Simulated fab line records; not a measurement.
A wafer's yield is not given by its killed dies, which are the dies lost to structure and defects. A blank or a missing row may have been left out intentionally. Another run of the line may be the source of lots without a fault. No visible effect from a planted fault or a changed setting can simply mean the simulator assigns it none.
Which tool was responsible? ; flow berkeley-cmos170 ; 42 wafers from 14 lots sampled at 4 of the route's 331 steps

## WHAT THE GAUGES SHOWED, per wafer
UCB170_NWELL_OVL_MEAS_12.
lot;measured;on;NWELL_OVL (nm)
L534;day 2 10:40;overlay-02;6 -4 2
L536;day 2 19:07;overlay-01;15 8 8
L537;day 3 06:21;overlay-01;3 3 -1
L538;day 3 21:10;overlay-01;11 10 11
L541;day 4 11:07;overlay-02;-4 -1 4
L540;day 4 11:13;overlay-01;-2 -5 5
L542;day 4 15:23;overlay-01;6 6 5
L544;day 4 17:44;overlay-01;6 10 8
L546;day 5 05:16;overlay-01;5 3 8
L547;day 5 05:58;overlay-02;2 5 1
L550;day 5 23:21;overlay-01;5 7 2
L552;day 6 03:14;overlay-02;-6 1 -7
L553;day 6 07:32;overlay-01;-3 1 -3
L554;day 6 18:14;overlay-01;2 2 3

UCB170_PFIELD_TW_MEAS_09.
lot;measured;on;PFIELD_TW
L534;day 5 00:35;film-metro-04;606 610 612
L536;day 5 17:38;film-metro-04;610 610 611
L537;day 6 00:43;film-metro-02;603 600 598
L538;day 6 01:16;film-metro-02;598 596 598
L541;day 6 21:01;film-metro-01;608 605 607
L540;day 6 21:37;film-metro-04;606 606 603
L542;day 7 08:42;film-metro-02;601 598 600
L544;day 7 09:25;film-metro-01;606 608 605
L546;day 7 14:17;film-metro-04;609 610 612
L547;day 7 18:34;film-metro-02;600 600 598
L550;day 8 04:57;film-metro-01;608 608 602
L552;day 8 05:31;film-metro-02;597 598 597
L553;day 8 17:04;film-metro-01;604 605 603
L554;day 9 05:04;film-metro-04;608 606 605

## TOOL THAT RAN EACH LOT (tool first, then ch and the chambers of the sampled wafers, then the start)
lot;UCB170_PWELL_ETCH_14;UCB170_PWELL_STRIP_16
L534;rie-diel-01 ch 1,2,3, day 3 07:43;plasma-asher-04 ch 0,1, day 3 07:58
L536;rie-diel-02 ch 0,1,2, day 3 22:38;plasma-asher-02 ch 0,1, day 3 22:53
L537;rie-diel-01 ch 0,2,3, day 4 12:50;plasma-asher-04 ch 0,1, day 4 13:05
L538;rie-diel-02 ch 1,2, day 4 17:19;plasma-asher-02 ch 0,1, day 4 17:34
L541;rie-diel-01 ch 2,3, day 5 11:05;plasma-asher-03 ch 0, day 5 11:20
L540;rie-diel-02 ch 0,1, day 5 11:23;plasma-asher-02 ch 0,1, day 5 11:40
L542;rie-diel-01 ch 0,1, day 5 15:35;plasma-asher-04 ch 0,1, day 5 15:50
L544;rie-diel-04 ch 0,3, day 5 15:17;plasma-asher-03 ch 0,1, day 5 15:32
L546;rie-diel-04 ch 0,2,3, day 5 22:17;plasma-asher-02 ch 0,1, day 5 22:32
L547;rie-diel-04 ch 0,1,3, day 6 05:58;plasma-asher-03 ch 0,1, day 6 06:13
L550;rie-diel-04 ch 2,3, day 6 22:45;plasma-asher-04 ch 0,1, day 6 23:00
L552;rie-diel-02 ch 0,1,3, day 6 22:50;plasma-asher-03 ch 0,1, day 6 23:09
L553;rie-diel-04 ch 2,3, day 7 06:37;plasma-asher-04 ch 0,1, day 7 06:52
L554;rie-diel-02 ch 0,1,3, day 7 13:37;plasma-asher-03 ch 0,1, day 7 13:55
- UCB170_PWELL_ETCH_14: etches Si3N4 in CH3F/Ar/O2, stops on SiO2, target depth 242 nm, time 151 s.
- UCB170_PWELL_STRIP_16: strips in O2.

## AS READ BY THE TOOLS THEMSELVES (means over the sampled wafers that have a number; for cases with no such wafer, the mark the record gives instead)
UCB170_PWELL_ETCH_14.
lot;tool;O2_flow_sccm (sccm);drypump-motor-current-A (A);oes-product-au (a.u.);throttle-valve-pct (%)
L534;rie-diel-01;7.002;5.2;0.941;8.07
L536;rie-diel-02;6.986;5.6;0.945;8.00
L537;rie-diel-01;7.003;5.2;0.936;8.09
L538;rie-diel-02;6.999;6.0;0.955;8.06
L541;rie-diel-01;7.008;5.1;0.924;8.17
L540;rie-diel-02;7.004;5.2;0.947;7.91
L542;rie-diel-01;7.001;5.6;0.954;7.87
L544;rie-diel-04;6.999;5.6;0.956;8.08
L546;rie-diel-04;6.995;5.9;0.956;8.13
L547;rie-diel-04;6.997;5.6;0.962;8.01
L550;rie-diel-04;7.020;6.0;0.932;8.28
L552;rie-diel-02;6.972;5.4;0.944;8.00
L553;rie-diel-04;7.006;6.2;0.925;8.31
L554;rie-diel-02;7.002;5.4;0.942;8.00

UCB170_PWELL_STRIP_16.
lot;tool;drypump-motor-current-A (A);oes-product-au (a.u.);strip-time-to-endpoint-s (s)
L534;plasma-asher-04;5.8;0.721;18.08
L536;plasma-asher-02;6.3;0.724;18.10
L537;plasma-asher-04;5.7;0.725;18.12
L538;plasma-asher-02;6.0;0.721;18.04
L541;plasma-asher-03;5.8;0.723;18.08
L540;plasma-asher-02;6.2;0.721;18.04
L542;plasma-asher-04;5.7;0.720;18.08
L544;plasma-asher-03;5.3;0.720;18.12
L546;plasma-asher-02;6.0;0.723;18.12
L547;plasma-asher-03;5.3;0.722;18.19
L550;plasma-asher-04;5.7;0.719;18.03
L552;plasma-asher-03;5.3;0.721;18.00
L553;plasma-asher-04;5.8;0.724;18.03
L554;plasma-asher-03;5.6;0.720;18.12

## THE ANSWER, worked out from the rows above alone
Rule: the lots themselves supply what counts as usual. The widest of any qualifying gaps counts: lots, ordered by their means at a reading, are off when they make up no more than a third of the lots, leave a main group of 4 or more, and stand apart from it by 3 or more times the standard deviation of that group's means. A main group is skipped when, at the precision printed for the reading in the tables above, its means are all equal. A lot without any number at a reading at which 4 lots or more have one is off too. Any other lot the step has rows for is counted as sound. The gauges are gone through in route order, then the tools' own readings, and for those a lot's mean is taken as printed above. The first step at which some lot is off is used, and at that step the reading that is off furthest; a lot without a number counts as furthest.
No lot is off on any of the readings shown, so nothing can be concluded from this.

## WHAT THE SIMULATOR HAD INSERTED
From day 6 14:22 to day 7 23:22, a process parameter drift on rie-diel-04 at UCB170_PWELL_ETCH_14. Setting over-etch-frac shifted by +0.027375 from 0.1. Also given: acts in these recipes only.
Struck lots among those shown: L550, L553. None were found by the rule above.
